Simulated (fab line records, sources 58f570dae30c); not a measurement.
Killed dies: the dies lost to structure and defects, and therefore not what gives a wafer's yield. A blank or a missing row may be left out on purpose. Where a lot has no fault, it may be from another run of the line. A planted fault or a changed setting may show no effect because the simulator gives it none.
fab line records :: flow berkeley_cmos170
[record]
  lots = 7
  wafers = 21
  last_day = 13
route steps=331 shown PLDD@149 NLDD@158
lots that met no fault: from a run of the same line without faults
start_h: hours from the record's opening day to when the first of the lot's shown wafers began :: wait_h: hours from the lot's prior step to this one :: " repeats the value in the row above :: L1.1+2: a single row standing in for several wafers :: - value missing, or start not given :: * or withheld: withheld :: < > ~ a bound
route shown NAME@n: NAME is a module with steps in the file, n the number in the route of the first one :: usual: average and standard deviation across the fault-free wafers :: same: alike in all rows :: chamber/n: place in a boat :: sites: the reading at each site :: _std_site: their standard deviation :: _edge_site: the outer-site mean with the inner-site mean subtracted :: radius_mm: for every site, how far away it sits from the centre of the wafer :: mask NAME#n: copy n :: behind: tool/chamber where the wafer was last shaped :: hold: what put the lot on hold/how long, in hours/how the hold closed :: device: which transistor (n, p or np) failed to switch :: end of line: the route-end tests of the same wafers :: where a step has no rows: the recipe by itself :: killed: dies that structure and defects cost at the first sort, which is not the same as the wafer's yield :: map: a wafer's dies, x killed, . not, _ none there
set.NAME: the run value of the setting; set.NAME@STEP: its run value at that earlier step :: model.NAME: the simulator's own value behind a step, which no gauge read
lots seen at some steps along the route; tables by step, rows by wafer
services: when a tool's chamber went out of use (start_h, in hours from the record's first day, below 0 if earlier), for how many hours, and the reason
[[steps]]
[step UCB170_PLDD_PEB_04]
[recipe]
  peb_temp_c = 130
  peb_time_s = withheld
  resist = KrF
[step UCB170_PLDD_DEVELOP_05]
[recipe]
  developer = TMAH
  develop_time_s = 45
  resist = KrF
  dev_temp_c = 21
[step UCB170_PLDD_CD_MEAS_06]
[recipe]
  target_cd_nm = 1200
[usual]
  cd_nm = 1199.6/1.4
lot.wafer: L701.1
tool: cd_sem-02
chamber: -
start_h: 217.52
wait_h: -
cd_nm: 1198.9

lot.wafer: L701.2
tool: cd_sem-02
chamber: -
start_h: 217.52
wait_h: -
cd_nm: 1198.6

lot.wafer: L701.6
tool: cd_sem-02
chamber: -
start_h: 217.52
wait_h: -
cd_nm: 1196.5

lot.wafer: L704.2
tool: cd_sem-01
chamber: -
start_h: 229.87
wait_h: -
cd_nm: 1200.1

lot.wafer: L704.4
tool: cd_sem-01
chamber: -
start_h: 229.87
wait_h: -
cd_nm: 1199.0

lot.wafer: L704.5
tool: cd_sem-01
chamber: -
start_h: 229.87
wait_h: -
cd_nm: 1199.9

lot.wafer: L705.2
tool: cd_sem-01
chamber: -
start_h: 241.70
wait_h: -
cd_nm: 1198.7

lot.wafer: L705.4
tool: cd_sem-01
chamber: -
start_h: 241.70
wait_h: -
cd_nm: 1198.8

lot.wafer: L705.5
tool: cd_sem-01
chamber: -
start_h: 241.70
wait_h: -
cd_nm: 1198.6

lot.wafer: L706.1
tool: cd_sem-01
chamber: -
start_h: 242.41
wait_h: -
cd_nm: 1198.3

lot.wafer: L706.3
tool: cd_sem-01
chamber: -
start_h: 242.41
wait_h: -
cd_nm: 1198.0

lot.wafer: L706.6
tool: cd_sem-01
chamber: -
start_h: 242.41
wait_h: -
cd_nm: 1198.5

lot.wafer: L708.1
tool: cd_sem-02
chamber: -
start_h: 257.67
wait_h: -
cd_nm: 1200.8

lot.wafer: L708.2
tool: cd_sem-02
chamber: -
start_h: 257.67
wait_h: -
cd_nm: 1200.3

lot.wafer: L708.6
tool: cd_sem-02
chamber: -
start_h: 257.67
wait_h: -
cd_nm: 1200.3

lot.wafer: L711.3
tool: cd_sem-02
chamber: -
start_h: 277.99
wait_h: -
cd_nm: 1199.6

lot.wafer: L711.4
tool: cd_sem-02
chamber: -
start_h: 277.99
wait_h: -
cd_nm: 1198.5

lot.wafer: L711.5
tool: cd_sem-02
chamber: -
start_h: 277.99
wait_h: -
cd_nm: 1199.1

lot.wafer: L710.1
tool: cd_sem-01
chamber: -
start_h: 281.40
wait_h: -
cd_nm: 1198.3

lot.wafer: L710.4
tool: cd_sem-01
chamber: -
start_h: 281.40
wait_h: -
cd_nm: 1198.0

lot.wafer: L710.6
tool: cd_sem-01
chamber: -
start_h: 281.40
wait_h: -
cd_nm: 1198.0
[step UCB170_PLDD_OVL_MEAS_07]
[usual]
  PLDD_OVL = 0/5.3
lot.wafer: L701.1
tool: overlay-01
chamber: -
start_h: 217.64
wait_h: 0.1
PLDD_OVL[nm]: 3

lot.wafer: L701.2
tool: overlay-01
chamber: -
start_h: 217.64
wait_h: 0.1
PLDD_OVL[nm]: 2

lot.wafer: L701.6
tool: overlay-01
chamber: -
start_h: 217.64
wait_h: 0.1
PLDD_OVL[nm]: 0

lot.wafer: L704.2
tool: overlay-02
chamber: -
start_h: 229.98
wait_h: 0.1
PLDD_OVL[nm]: -10

lot.wafer: L704.4
tool: overlay-02
chamber: -
start_h: 229.98
wait_h: 0.1
PLDD_OVL[nm]: 2

lot.wafer: L704.5
tool: overlay-02
chamber: -
start_h: 229.98
wait_h: 0.1
PLDD_OVL[nm]: -5

lot.wafer: L705.2
tool: overlay-02
chamber: -
start_h: 241.80
wait_h: 0.1
PLDD_OVL[nm]: -6

lot.wafer: L705.4
tool: overlay-02
chamber: -
start_h: 241.80
wait_h: 0.1
PLDD_OVL[nm]: -11

lot.wafer: L705.5
tool: overlay-02
chamber: -
start_h: 241.80
wait_h: 0.1
PLDD_OVL[nm]: -7

lot.wafer: L706.1
tool: overlay-01
chamber: -
start_h: 242.53
wait_h: 0.1
PLDD_OVL[nm]: 4

lot.wafer: L706.3
tool: overlay-01
chamber: -
start_h: 242.53
wait_h: 0.1
PLDD_OVL[nm]: 2

lot.wafer: L706.6
tool: overlay-01
chamber: -
start_h: 242.53
wait_h: 0.1
PLDD_OVL[nm]: -3

lot.wafer: L708.1
tool: overlay-02
chamber: -
start_h: 257.79
wait_h: 0.1
PLDD_OVL[nm]: -8

lot.wafer: L708.2
tool: overlay-02
chamber: -
start_h: 257.79
wait_h: 0.1
PLDD_OVL[nm]: -6

lot.wafer: L708.6
tool: overlay-02
chamber: -
start_h: 257.79
wait_h: 0.1
PLDD_OVL[nm]: -2

lot.wafer: L711.3
tool: overlay-02
chamber: -
start_h: 278.08
wait_h: 0.1
PLDD_OVL[nm]: -1

lot.wafer: L711.4
tool: overlay-02
chamber: -
start_h: 278.08
wait_h: 0.1
PLDD_OVL[nm]: -3

lot.wafer: L711.5
tool: overlay-02
chamber: -
start_h: 278.08
wait_h: 0.1
PLDD_OVL[nm]: -9

lot.wafer: L710.1
tool: overlay-02
chamber: -
start_h: 281.52
wait_h: 0.1
PLDD_OVL[nm]: 7

lot.wafer: L710.4
tool: overlay-02
chamber: -
start_h: 281.52
wait_h: 0.1
PLDD_OVL[nm]: 0

lot.wafer: L710.6
tool: overlay-02
chamber: -
start_h: 281.52
wait_h: 0.1
PLDD_OVL[nm]: 0
[step UCB170_PLDD_IMPLANT_08]
[recipe]
  species = BF2
  dose_cm2 = 5e+13
  energy_kev = 10
  tilt_deg = 7
  rotation_deg = 0
[step UCB170_PLDD_IMPLANT_09]
[recipe]
  species = BF2
  dose_cm2 = 5e+13
  energy_kev = 10
  tilt_deg = 7
  rotation_deg = 180
[step UCB170_PLDD_STRIP_10]
[recipe]
  chemistry = O2
  power_w = 400
  pressure_mtorr = 3500
  platen_temp_c = withheld
  o2_flow_sccm = 400
  overash_fraction = 0.5
[usual]
  drypump_motor_current_A = 5.5/0.35
  oes_product_au = 0.735/0.005
  strip_time_to_endpoint_s = 21.62/0.072
lot.wafer: L701.1
tool: plasma_asher-04
chamber: 1
start_h: 217.97
wait_h: 0.1
drypump_motor_current_A: 5.2
oes_product_au: 0.739
rf_hours_counter_h: 11
strip_time_to_endpoint_s: 21.77

lot.wafer: L701.2
tool: plasma_asher-04
chamber: 0
start_h: 217.97
wait_h: 0.1
drypump_motor_current_A: 5.0
oes_product_au: 0.730
rf_hours_counter_h: 11
strip_time_to_endpoint_s: 21.73

lot.wafer: L701.6
tool: plasma_asher-04
chamber: 1
start_h: 217.97
wait_h: 0.1
drypump_motor_current_A: 5.2
oes_product_au: 0.734
rf_hours_counter_h: -
strip_time_to_endpoint_s: 21.74

lot.wafer: L704.2
tool: plasma_asher-03
chamber: 0
start_h: 230.31
wait_h: 0.1
drypump_motor_current_A: 5.8
oes_product_au: 0.736
rf_hours_counter_h: 43
strip_time_to_endpoint_s: 21.54

lot.wafer: L704.4
tool: plasma_asher-03
chamber: 0
start_h: 230.31
wait_h: 0.1
drypump_motor_current_A: 5.8
oes_product_au: 0.739
rf_hours_counter_h: -
strip_time_to_endpoint_s: 21.50

lot.wafer: L704.5
tool: plasma_asher-03
chamber: 1
start_h: 230.31
wait_h: 0.1
drypump_motor_current_A: 5.6
oes_product_au: 0.726
rf_hours_counter_h: -
strip_time_to_endpoint_s: 21.52

lot.wafer: L705.2
tool: plasma_asher-02
chamber: 0
start_h: 242.13
wait_h: 0.1
drypump_motor_current_A: 6.1
oes_product_au: 0.739
rf_hours_counter_h: 52
strip_time_to_endpoint_s: 21.55

lot.wafer: L705.4
tool: plasma_asher-02
chamber: 1
start_h: 242.13
wait_h: 0.1
drypump_motor_current_A: 5.2
oes_product_au: 0.734
rf_hours_counter_h: -
strip_time_to_endpoint_s: 21.52

lot.wafer: L705.5
tool: plasma_asher-02
chamber: 0
start_h: 242.13
wait_h: 0.1
drypump_motor_current_A: 6.1
oes_product_au: 0.735
rf_hours_counter_h: -
strip_time_to_endpoint_s: 21.55

lot.wafer: L706.1
tool: plasma_asher-03
chamber: 1
start_h: 242.86
wait_h: 0.1
drypump_motor_current_A: 5.6
oes_product_au: 0.736
rf_hours_counter_h: 44
strip_time_to_endpoint_s: 21.62

lot.wafer: L706.3
tool: plasma_asher-03
chamber: 0
start_h: 242.86
wait_h: 0.1
drypump_motor_current_A: 5.8
oes_product_au: 0.735
rf_hours_counter_h: -
strip_time_to_endpoint_s: 21.61

lot.wafer: L706.6
tool: plasma_asher-03
chamber: 1
start_h: 242.86
wait_h: 0.1
drypump_motor_current_A: 5.6
oes_product_au: 0.731
rf_hours_counter_h: -
strip_time_to_endpoint_s: 21.61

lot.wafer: L708.1
tool: plasma_asher-02
chamber: 1
start_h: 258.13
wait_h: 0.1
drypump_motor_current_A: 5.2
oes_product_au: 0.735
rf_hours_counter_h: 54
strip_time_to_endpoint_s: 21.55

lot.wafer: L708.2
tool: plasma_asher-02
chamber: 0
start_h: 258.13
wait_h: 0.1
drypump_motor_current_A: 6.1
oes_product_au: 0.732
rf_hours_counter_h: 54
strip_time_to_endpoint_s: 21.55

lot.wafer: L708.6
tool: plasma_asher-02
chamber: 1
start_h: 258.13
wait_h: 0.1
drypump_motor_current_A: 5.2
oes_product_au: 0.736
rf_hours_counter_h: -
strip_time_to_endpoint_s: 21.58

lot.wafer: L711.3
tool: plasma_asher-03
chamber: 1
start_h: 278.43
wait_h: 0.1
drypump_motor_current_A: 5.6
oes_product_au: 0.735
rf_hours_counter_h: -
strip_time_to_endpoint_s: 21.66

lot.wafer: L711.4
tool: plasma_asher-03
chamber: 0
start_h: 278.43
wait_h: 0.1
drypump_motor_current_A: 5.8
oes_product_au: 0.737
rf_hours_counter_h: -
strip_time_to_endpoint_s: 21.66

lot.wafer: L711.5
tool: plasma_asher-03
chamber: 1
start_h: 278.43
wait_h: 0.1
drypump_motor_current_A: 5.6
oes_product_au: 0.733
rf_hours_counter_h: -
strip_time_to_endpoint_s: 21.71

lot.wafer: L710.1
tool: plasma_asher-03
chamber: 0
start_h: 281.85
wait_h: 0.1
drypump_motor_current_A: 5.8
oes_product_au: 0.726
rf_hours_counter_h: 48
strip_time_to_endpoint_s: 21.72

lot.wafer: L710.4
tool: plasma_asher-03
chamber: 0
start_h: 281.85
wait_h: 0.1
drypump_motor_current_A: 5.8
oes_product_au: 0.739
rf_hours_counter_h: -
strip_time_to_endpoint_s: 21.76

lot.wafer: L710.6
tool: plasma_asher-03
chamber: 1
start_h: 281.85
wait_h: 0.1
drypump_motor_current_A: 5.6
oes_product_au: 0.734
rf_hours_counter_h: -
strip_time_to_endpoint_s: 21.74
[step UCB170_PLDD_TW_MEAS_11]
[usual]
  PLDD_TW = 1019/13
lot.wafer: L701.1
tool: film_metro-02
chamber: -
start_h: 218.07
wait_h: 0.1
PLDD_TW: 1011

lot.wafer: L701.2
tool: film_metro-02
chamber: -
start_h: 218.07
wait_h: 0.1
PLDD_TW: 1017

lot.wafer: L701.6
tool: film_metro-02
chamber: -
start_h: 218.07
wait_h: 0.1
PLDD_TW: 1011

lot.wafer: L704.2
tool: film_metro-04
chamber: -
start_h: 230.42
wait_h: 0.1
PLDD_TW: 1028

lot.wafer: L704.4
tool: film_metro-04
chamber: -
start_h: 230.42
wait_h: 0.1
PLDD_TW: 1026

lot.wafer: L704.5
tool: film_metro-04
chamber: -
start_h: 230.42
wait_h: 0.1
PLDD_TW: 1025

lot.wafer: L705.2
tool: film_metro-02
chamber: -
start_h: 242.24
wait_h: 0.1
PLDD_TW: 1006

lot.wafer: L705.4
tool: film_metro-02
chamber: -
start_h: 242.24
wait_h: 0.1
PLDD_TW: 1016

lot.wafer: L705.5
tool: film_metro-02
chamber: -
start_h: 242.24
wait_h: 0.1
PLDD_TW: 1003

lot.wafer: L706.1
tool: film_metro-02
chamber: -
start_h: 242.96
wait_h: 0.1
PLDD_TW: 1009

lot.wafer: L706.3
tool: film_metro-02
chamber: -
start_h: 242.96
wait_h: 0.1
PLDD_TW: 1008

lot.wafer: L706.6
tool: film_metro-02
chamber: -
start_h: 242.96
wait_h: 0.1
PLDD_TW: 1011

lot.wafer: L708.1
tool: film_metro-04
chamber: -
start_h: 258.23
wait_h: 0.1
PLDD_TW: 1035

lot.wafer: L708.2
tool: film_metro-04
chamber: -
start_h: 258.23
wait_h: 0.1
PLDD_TW: 1029

lot.wafer: L708.6
tool: film_metro-04
chamber: -
start_h: 258.23
wait_h: 0.1
PLDD_TW: 1030

lot.wafer: L711.3
tool: film_metro-02
chamber: -
start_h: 278.52
wait_h: 0.1
PLDD_TW: 1007

lot.wafer: L711.4
tool: film_metro-02
chamber: -
start_h: 278.52
wait_h: 0.1
PLDD_TW: 1007

lot.wafer: L711.5
tool: film_metro-02
chamber: -
start_h: 278.52
wait_h: 0.1
PLDD_TW: 1003

lot.wafer: L710.1
tool: film_metro-01
chamber: -
start_h: 281.95
wait_h: 0.1
PLDD_TW: 988

lot.wafer: L710.4
tool: film_metro-01
chamber: -
start_h: 281.95
wait_h: 0.1
PLDD_TW: 998

lot.wafer: L710.6
tool: film_metro-01
chamber: -
start_h: 281.95
wait_h: 0.1
PLDD_TW: 995
[step UCB170_PLDD_CLEAN_12]
[recipe]
  chemistry = SPM
  temp_c = 120
  time_s = 600
[step UCB170_NLDD_HMDS_00]
[recipe]
  prime_time_s = 60
  prime_temp_c = 100
[step UCB170_NLDD_COAT_01]
[recipe]
  resist = KrF
  spin_rpm = 1500
  resist_thk_nm = 900
[step UCB170_NLDD_SOFTBAKE_02]
[recipe]
  resist = KrF
  temp_c = 130
  time_s = 60
[step UCB170_NLDD_EXPOSE_03]
[recipe]
  mask_id = NSELECT
  na = 0.5
  sigma_outer = 0.6
  source_shape = conventional
  target_cd_nm = 1200
  dose_mj = 30
[usual]
  exposure_dose_mJ_cm2 = 30.17/0.26
  focus_offset_nm = 0.0/0.5
lot.wafer: L701.1
tool: krf_scanner-02
chamber: 0
start_h: 219.14
wait_h: 0.1
mask: NSELECT#0
exposure_dose_mJ_cm2: 29.97
focus_offset_nm: 0.1

lot.wafer: L701.2
tool: krf_scanner-02
chamber: 0
start_h: 219.14
wait_h: 0.1
mask: NSELECT#0
exposure_dose_mJ_cm2: 29.93
focus_offset_nm: 0.6

lot.wafer: L701.6
tool: krf_scanner-02
chamber: 0
start_h: 219.14
wait_h: 0.1
mask: NSELECT#0
exposure_dose_mJ_cm2: 29.96
focus_offset_nm: -0.3

lot.wafer: L704.2
tool: krf_scanner-02
chamber: -
start_h: 231.26
wait_h: 0.1
mask: NSELECT#0
exposure_dose_mJ_cm2: -
focus_offset_nm: -

lot.wafer: L704.4
tool: krf_scanner-02
chamber: -
start_h: 231.26
wait_h: 0.1
mask: NSELECT#0
exposure_dose_mJ_cm2: -
focus_offset_nm: -

lot.wafer: L704.5
tool: krf_scanner-02
chamber: -
start_h: 231.26
wait_h: 0.1
mask: NSELECT#0
exposure_dose_mJ_cm2: -
focus_offset_nm: -

lot.wafer: L705.2
tool: krf_scanner-01
chamber: -
start_h: 243.27
wait_h: 0.2
mask: NSELECT#0
exposure_dose_mJ_cm2: -
focus_offset_nm: -

lot.wafer: L705.4
tool: krf_scanner-01
chamber: -
start_h: 243.27
wait_h: 0.2
mask: NSELECT#0
exposure_dose_mJ_cm2: -
focus_offset_nm: -

lot.wafer: L705.5
tool: krf_scanner-01
chamber: -
start_h: 243.27
wait_h: 0.2
mask: NSELECT#0
exposure_dose_mJ_cm2: -
focus_offset_nm: -

lot.wafer: L706.1
tool: krf_scanner-01
chamber: -
start_h: 243.83
wait_h: 0.1
mask: NSELECT#0
exposure_dose_mJ_cm2: -
focus_offset_nm: -

lot.wafer: L706.3
tool: krf_scanner-01
chamber: -
start_h: 243.83
wait_h: 0.1
mask: NSELECT#0
exposure_dose_mJ_cm2: -
focus_offset_nm: -

lot.wafer: L706.6
tool: krf_scanner-01
chamber: -
start_h: 243.83
wait_h: 0.1
mask: NSELECT#0
exposure_dose_mJ_cm2: -
focus_offset_nm: -

lot.wafer: L708.1
tool: krf_scanner-02
chamber: 0
start_h: 259.04
wait_h: 0.2
mask: NSELECT#0
exposure_dose_mJ_cm2: 29.95
focus_offset_nm: 0.0

lot.wafer: L708.2
tool: krf_scanner-02
chamber: 0
start_h: 259.04
wait_h: 0.2
mask: NSELECT#0
exposure_dose_mJ_cm2: 29.93
focus_offset_nm: 0.1

lot.wafer: L708.6
tool: krf_scanner-02
chamber: 0
start_h: 259.04
wait_h: 0.2
mask: NSELECT#0
exposure_dose_mJ_cm2: 30.00
focus_offset_nm: -0.2

lot.wafer: L711.3
tool: krf_scanner-02
chamber: 0
start_h: 279.45
wait_h: 0.3
mask: NSELECT#0
exposure_dose_mJ_cm2: 29.98
focus_offset_nm: 0.0

lot.wafer: L711.4
tool: krf_scanner-02
chamber: 0
start_h: 279.45
wait_h: 0.3
mask: NSELECT#0
exposure_dose_mJ_cm2: 29.98
focus_offset_nm: 0.4

lot.wafer: L711.5
tool: krf_scanner-02
chamber: 0
start_h: 279.45
wait_h: 0.3
mask: NSELECT#0
exposure_dose_mJ_cm2: 30.00
focus_offset_nm: -0.2

lot.wafer: L710.1
tool: krf_scanner-01
chamber: 0
start_h: 284.04
wait_h: 0.2
mask: NSELECT#0
exposure_dose_mJ_cm2: 30.47
focus_offset_nm: 0.1

lot.wafer: L710.4
tool: krf_scanner-01
chamber: 0
start_h: 284.04
wait_h: 0.2
mask: NSELECT#0
exposure_dose_mJ_cm2: 30.48
focus_offset_nm: 0.9

lot.wafer: L710.6
tool: krf_scanner-01
chamber: 0
start_h: 284.04
wait_h: 0.2
mask: NSELECT#0
exposure_dose_mJ_cm2: 30.51
focus_offset_nm: -0.4
[step UCB170_NLDD_PEB_04]
[recipe]
  peb_temp_c = 130
  peb_time_s = withheld
  resist = KrF
[[services]]
tool: krf_scanner-01
chamber: -
start_h: 218.71
hours: 4.0
kind: pm

tool: krf_scanner-01
chamber: -
start_h: 224.25
hours: 1.3
kind: pm

tool: krf_scanner-01
chamber: -
start_h: 226.46
hours: 0.8
kind: repair

tool: krf_scanner-01
chamber: -
start_h: 231.96
hours: 0.8
kind: pm

tool: krf_scanner-02
chamber: 0
start_h: 233.92
hours: -
kind: calibration

tool: krf_scanner-02
chamber: -
start_h: 260.22
hours: 7.1
kind: repair
[[key]]
[first_sign]
  step = UCB170_NLDD_EXPOSE_03
  reading = tool_record
  direction = missing
effect none on later readings
met_at UCB170_NLDD_EXPOSE_03
struck_wafers L704.2,L704.4,L704.5,L705.2,L705.4,L705.5,L706.1,L706.3,L706.6
sort_left_out L704.2,L704.4,L704.5,L705.2,L705.4,L705.5,L706.1,L706.3,L706.6
tester_left_out L704,L705,L706
onset_between 219.14 231.26
[fault]
  kind = skipped_step_whole
  tool = krf_scanner-01,krf_scanner-02
  chamber = -
  onset_h = 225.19
  steps = UCB170_NLDD_EXPOSE_03
  scope = struck_lots_only
// tester_left_out: of these lots the tester's yield and bins aren't shown, on N5 and GAA mostly nor the transistor test; their killed dies are dies lost to structure and defects alone, not to doping, threshold or leakage, so they don't give the yield
// sort_left_out: the simulated sort isn't trusted on such a fault, so these wafers' sort isn't shown, and their yield isn't known
